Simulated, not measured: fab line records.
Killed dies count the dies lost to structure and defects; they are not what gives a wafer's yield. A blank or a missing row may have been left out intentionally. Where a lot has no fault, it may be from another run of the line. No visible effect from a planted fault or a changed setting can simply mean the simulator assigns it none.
Split-lot study || flow berkeley-cmos170 || 5 lots, 23 wafers read, on a route of 331 steps

## THE SPLIT ITSELF
At UCB170_PFIELD_IMPLANT_07, the setting energy-kev was moved away from the recipe's 80 on 4 of the 23 wafers read, by -3.7% to +2.7%. All remaining wafers had this setting at the recipe value.

The reading comes from the split's own step.

## THE READING
The simulator's own value implant.drp-nm, read by no gauge, in nm at UCB170_PFIELD_IMPLANT_07. There is no usual value for it anywhere in the file.

{"wafer": "L075.1", "tool, chamber at the split": "implanter-04, 0", "energy-kev as run": 80, "against the recipe": "recipe", "implant.drp-nm, nm": 74.86, "against lot-mates on the recipe": "-"}
{"wafer": "L075.3", "tool, chamber at the split": "implanter-04, 0", "energy-kev as run": 80, "against the recipe": "recipe", "implant.drp-nm, nm": 74.86, "against lot-mates on the recipe": "-"}
{"wafer": "L075.5", "tool, chamber at the split": "implanter-04, 0", "energy-kev as run": 80, "against the recipe": "recipe", "implant.drp-nm, nm": 74.86, "against lot-mates on the recipe": "-"}
{"wafer": "L075.2", "tool, chamber at the split": "implanter-04, 0", "energy-kev as run": 77.05, "against the recipe": "-3.7%", "implant.drp-nm, nm": 73.5, "against lot-mates on the recipe": -1.36}
{"wafer": "L075.4", "tool, chamber at the split": "implanter-04, 0", "energy-kev as run": 77.05, "against the recipe": "-3.7%", "implant.drp-nm, nm": 73.5, "against lot-mates on the recipe": -1.36}
{"wafer": "L074.2", "tool, chamber at the split": "implanter-01, 0", "energy-kev as run": 80, "against the recipe": "recipe", "implant.drp-nm, nm": 74.86, "against lot-mates on the recipe": "-"}
{"wafer": "L074.3", "tool, chamber at the split": "implanter-01, 0", "energy-kev as run": 80, "against the recipe": "recipe", "implant.drp-nm, nm": 74.86, "against lot-mates on the recipe": "-"}
{"wafer": "L074.4", "tool, chamber at the split": "implanter-01, 0", "energy-kev as run": 80, "against the recipe": "recipe", "implant.drp-nm, nm": 74.86, "against lot-mates on the recipe": "-"}
{"wafer": "L074.5", "tool, chamber at the split": "implanter-01, 0", "energy-kev as run": 80, "against the recipe": "recipe", "implant.drp-nm, nm": 74.86, "against lot-mates on the recipe": "-"}
{"wafer": "L074.6", "tool, chamber at the split": "implanter-01, 0", "energy-kev as run": 80, "against the recipe": "recipe", "implant.drp-nm, nm": 74.86, "against lot-mates on the recipe": "-"}
{"wafer": "L076.1", "tool, chamber at the split": "implanter-01, 0", "energy-kev as run": 80, "against the recipe": "recipe", "implant.drp-nm, nm": 74.86, "against lot-mates on the recipe": "-"}
{"wafer": "L076.2", "tool, chamber at the split": "implanter-01, 0", "energy-kev as run": 80, "against the recipe": "recipe", "implant.drp-nm, nm": 74.86, "against lot-mates on the recipe": "-"}
{"wafer": "L076.5", "tool, chamber at the split": "implanter-01, 0", "energy-kev as run": 80, "against the recipe": "recipe", "implant.drp-nm, nm": 74.86, "against lot-mates on the recipe": "-"}
{"wafer": "L076.3", "tool, chamber at the split": "implanter-01, 0", "energy-kev as run": 82.18, "against the recipe": "+2.7%", "implant.drp-nm, nm": 75.81, "against lot-mates on the recipe": "+0.95"}
{"wafer": "L076.6", "tool, chamber at the split": "implanter-01, 0", "energy-kev as run": 82.18, "against the recipe": "+2.7%", "implant.drp-nm, nm": 75.81, "against lot-mates on the recipe": "+0.95"}
{"wafer": "L077.1", "tool, chamber at the split": "implanter-03, 0", "energy-kev as run": 80, "against the recipe": "recipe", "implant.drp-nm, nm": 74.86, "against lot-mates on the recipe": "-"}
{"wafer": "L077.2", "tool, chamber at the split": "implanter-03, 0", "energy-kev as run": 80, "against the recipe": "recipe", "implant.drp-nm, nm": 74.86, "against lot-mates on the recipe": "-"}
{"wafer": "L077.3", "tool, chamber at the split": "implanter-03, 0", "energy-kev as run": 80, "against the recipe": "recipe", "implant.drp-nm, nm": 74.86, "against lot-mates on the recipe": "-"}
{"wafer": "L077.4", "tool, chamber at the split": "implanter-03, 0", "energy-kev as run": 80, "against the recipe": "recipe", "implant.drp-nm, nm": 74.86, "against lot-mates on the recipe": "-"}
{"wafer": "L077.6", "tool, chamber at the split": "implanter-03, 0", "energy-kev as run": 80, "against the recipe": "recipe", "implant.drp-nm, nm": 74.86, "against lot-mates on the recipe": "-"}
{"wafer": "L079.2", "tool, chamber at the split": "implanter-04, 0", "energy-kev as run": 80, "against the recipe": "recipe", "implant.drp-nm, nm": 74.86, "against lot-mates on the recipe": "-"}
{"wafer": "L079.4", "tool, chamber at the split": "implanter-04, 0", "energy-kev as run": 80, "against the recipe": "recipe", "implant.drp-nm, nm": 74.86, "against lot-mates on the recipe": "-"}
{"wafer": "L079.6", "tool, chamber at the split": "implanter-04, 0", "energy-kev as run": 80, "against the recipe": "recipe", "implant.drp-nm, nm": 74.86, "against lot-mates on the recipe": "-"}

FIT RESULTS
A straight line over all 23 wafers: implant.drp-nm changes by +0.361 nm for each +1% of energy-kev; r = +1.00; the points scatter about the line by 0.012 nm.
The same after taking each lot's own level away (the mean of its wafers on the recipe; 23 wafers): +0.361 nm for each +1%; r = +1.00; scatter 0.012 nm.
On that fit, the largest move of energy-kev shifts the reading by 1.3 nm.
The lots' own levels span 74.860 to 74.860 nm.
Hence the lot-to-lot level has little effect on the slope; both slopes agree.
Check: with one of the wafers moved furthest among these (-3.7%) left out of the fit, the line predicts -1.33 nm for it against its lot-mates. It came out at -1.36 nm against them.

## OTHER SPLITS APPLIED TO THESE WAFERS
These wafers also went through other splits before the reading. Each is held against what the fit with the lots' levels taken away leaves over:
{"other split on the same wafers": "UCB170_START_OXIDATION_02 ox-time-s", "wafers away from the commonest value": 18, "r with implant.drp-nm (lot level and that fit taken away)": "+0.02"}
{"other split on the same wafers": "UCB170_NWELL_ETCH_13 time-s", "wafers away from the commonest value": 5, "r with implant.drp-nm (lot level and that fit taken away)": "+0.08"}
{"other split on the same wafers": "UCB170_PWELL_COAT_08 spin-rpm", "wafers away from the commonest value": 7, "r with implant.drp-nm (lot level and that fit taken away)": "+0.07"}
{"other split on the same wafers": "UCB170_PWELL_ETCH_14 rf-w", "wafers away from the commonest value": 8, "r with implant.drp-nm (lot level and that fit taken away)": "+0.20"}
{"other split on the same wafers": "UCB170_ACTIVE_EXPOSE_10 dose-mj", "wafers away from the commonest value": 8, "r with implant.drp-nm (lot level and that fit taken away)": -0.19}
{"other split on the same wafers": "UCB170_ACTIVE_ETCH_15 rf-w", "wafers away from the commonest value": 8, "r with implant.drp-nm (lot level and that fit taken away)": -0.01}

## THE WHOLE CHAIN: every reading that the file lists as answering this split, in the file's order
{"step": "UCB170_PFIELD_IMPLANT_07", "what it does": "", "reading": "implant.rp-nm (the simulator's own value, which no gauge read)", "change (the file's fit)": "+2.12 nm for each +1% of the setting", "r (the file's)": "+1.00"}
{"step": "UCB170_PFIELD_IMPLANT_07", "what it does": "", "reading": "implant.drp-nm (the simulator's own value, which no gauge read)", "change (the file's fit)": "+0.361 nm for each +1% of the setting", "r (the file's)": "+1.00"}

## THE FILE'S OWN FIT
implant.drp-nm changes by +0.361 nm for each +1% of energy-kev, r = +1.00.
